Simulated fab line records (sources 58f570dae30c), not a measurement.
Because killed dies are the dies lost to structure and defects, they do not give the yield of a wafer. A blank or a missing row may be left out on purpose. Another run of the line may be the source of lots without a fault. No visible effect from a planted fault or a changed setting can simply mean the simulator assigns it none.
Matching of chambers / flow berkeleyCmos170 / 3 sister chambers for UCB170_FIELD_WET_ETCH_05 on wetBench-03
The step etches Si3N4 in H3PO4, time 12320 s. 6 wafers are shown with their chamber, then 8 later ones without.

== EACH WAFER AND ITS CHAMBER ==
wafer=L330.5; chamber=0; bathHeatDutyPct (%)=27; bathGuardTempC (C)=160.1
wafer=L331.4; chamber=1; bathHeatDutyPct (%)=28; bathGuardTempC (C)=160.0
wafer=L331.6; chamber=1; bathHeatDutyPct (%)=30; bathGuardTempC (C)=160.1
wafer=L333.3; chamber=2; bathHeatDutyPct (%)=22; bathGuardTempC (C)=159.5
wafer=L333.6; chamber=2; bathHeatDutyPct (%)=24; bathGuardTempC (C)=159.6
wafer=L334.1; chamber=0; bathHeatDutyPct (%)=25; bathGuardTempC (C)=159.6

== WAFERS WHOSE CHAMBER IS MISSING ==
wafer=L334.4; bathHeatDutyPct (%)=26; bathGuardTempC (C)=160.3
wafer=L334.5; bathHeatDutyPct (%)=28; bathGuardTempC (C)=160.1
wafer=L335.2; bathHeatDutyPct (%)=25; bathGuardTempC (C)=160.3
wafer=L335.4; bathHeatDutyPct (%)=26; bathGuardTempC (C)=160.1
wafer=L335.6; bathHeatDutyPct (%)=27; bathGuardTempC (C)=160.2
wafer=L336.4; bathHeatDutyPct (%)=29; bathGuardTempC (C)=160.0
wafer=L336.5; bathHeatDutyPct (%)=29; bathGuardTempC (C)=159.7
wafer=L336.6; bathHeatDutyPct (%)=29; bathGuardTempC (C)=160.0

== THE CHAMBER EACH PASSED THROUGH ==
wafer=L334.4; from the rows above=can't be placed: 0 or 1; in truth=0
wafer=L334.5; from the rows above=can't be placed: 1 or 0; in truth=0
wafer=L335.2; from the rows above=can't be placed: 0 or 1 or 2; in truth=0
wafer=L335.4; from the rows above=can't be placed: 0 or 1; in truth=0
wafer=L335.6; from the rows above=can't be placed: 1 or 0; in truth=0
wafer=L336.4; from the rows above=1; in truth=1
wafer=L336.5; from the rows above=can't be placed: 1 or 0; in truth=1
wafer=L336.6; from the rows above=1; in truth=1
Placed correctly: 2 of 8. Not placeable from these rows: 6 (in 6, the candidates include the true chamber). 0 placed wrongly.
How it was worked out, from the rows above alone: a wafer's distance from a chamber is the root of the sum, over the readings, of the square of ((its reading less the chamber's mean) divided by the reading's scatter). If the next closest chamber is less than 2 further off than the closest, the wafer can't be placed; otherwise it belongs to the closest. The mean given for a chamber averages the wafers shown for that chamber. The scatter is the square root of a quotient: the sum, over the shown wafers, of each reading's squared deviation from its chamber's mean, divided by wafers minus chambers.
